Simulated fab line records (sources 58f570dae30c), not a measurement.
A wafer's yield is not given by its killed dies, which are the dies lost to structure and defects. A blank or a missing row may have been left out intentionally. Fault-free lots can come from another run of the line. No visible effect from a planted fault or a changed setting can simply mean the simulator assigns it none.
One fault through the eyes of 2 desks + flow berkeleyCmos170 + what lay behind the numbers comes last; until then each desk has only its own

== TOOL OWNER'S DESK, pvdSputter-04 ==
The tool's own readings at UCB170_M3_SPUTTER_01 (material Al, target thk 900 nm, time 120 s): means of the sampled wafers that have a number, for each lot that ran on this tool. The brackets show how far a lot's mean lies from the usual mean; more than 4 standard deviations puts the lot out of limits, marked OUT.
Columns: A = throttleValvePct at UCB170_M3_SPUTTER_01, usual 29.5 %
| lot  | first seen here | A    |
|------|-----------------|------|
| L617 | day 9 06:33     | 28.2 |
| L624 | day 10 20:22    | 29.4 |
Result from this desk: across the 2 lots, nothing is out of limits.

== THE METROLOGY DESK ==
Means of the sampled wafers that have a number, per lot and without regard to the tool the lot ran on: this is what the gauges read. The brackets show how far a lot's mean lies from the usual mean; more than 4 standard deviations puts the lot out of limits, marked OUT.
Columns: A = V2_POLISHED_THK at UCB170_V2_THK_MEAS_04, usual 1000.2 nm; B = M3_AL_RS at UCB170_M3_RS_MEAS_02, usual 0.0322 ohm/sq; C = M3_AL_THK at UCB170_M3_THK_MEAS_03, usual 902 nm; D = M3_OVL at UCB170_M3_OVL_MEAS_16, usual 0 nm
| lot  | first seen here | A      | B                 | C              | D  |
|------|-----------------|--------|-------------------|----------------|----|
| L618 | day 9 02:04     | 999.6  | 0.0323            | 905            | -7 |
| L617 | day 9 03:43     | 1000.2 | 0.0327            | 890            | -6 |
| L622 | day 10 03:57    | 1000.4 | 0.0318            | 909            | -3 |
| L625 | day 10 16:03    | 1000.1 | 0.0317            | 912            | -4 |
| L624 | day 10 17:32    | 999.8  | 0.0355 (+7.9) OUT | 832 (-6.4) OUT | -2 |
| L626 | day 11 08:40    | 1000.9 | 0.0324            | 892            | 3  |
| L629 | day 11 09:50    | 1000.7 | 0.0321            | 900            | 6  |
| L631 | day 11 17:04    | 1000.8 | 0.0323            | 903            | -0 |
| L630 | day 11 18:02    | 1001.4 | 0.0323            | 906            | 2  |
| L633 | day 12 04:37    | 1001.2 | 0.0321            | 907            | 2  |
| L635 | day 12 18:25    | 1000.1 | 0.0322            | 906            | -3 |
| L639 | day 13 03:56    | 999.4  | 0.0326            | 892            | -6 |
| L637 | day 13 04:13    | 1001.9 | 0.0320            | 908            | 3  |
This desk's result: L624 out of limits, first on L624 (M3_AL_RS at UCB170_M3_RS_MEAS_02), day 10 20:30. L618, L617, L622, L625, L626, L629, L631, L630, L633, L635, L639, L637: within limits.

== TAKEN TOGETHER ==
Metrology desk: alarm possible at day 10 20:30 on L624.
The tool owner's desk saw nothing out of limits.
Tool owner's desk: L624 on record, inside its limits.
The lots listed all ran UCB170_M3_SPUTTER_01 on pvdSputter-04.

== WHAT THE SIMULATOR HAD INSERTED ==
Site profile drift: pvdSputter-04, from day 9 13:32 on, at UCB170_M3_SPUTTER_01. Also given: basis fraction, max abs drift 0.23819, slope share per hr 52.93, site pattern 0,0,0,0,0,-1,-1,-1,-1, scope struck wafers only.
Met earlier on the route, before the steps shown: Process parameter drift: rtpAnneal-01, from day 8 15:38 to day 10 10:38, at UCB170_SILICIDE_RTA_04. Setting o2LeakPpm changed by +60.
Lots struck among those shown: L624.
Delay in hours, fault start to first out-of-limits reading, per desk: metrology desk 31.
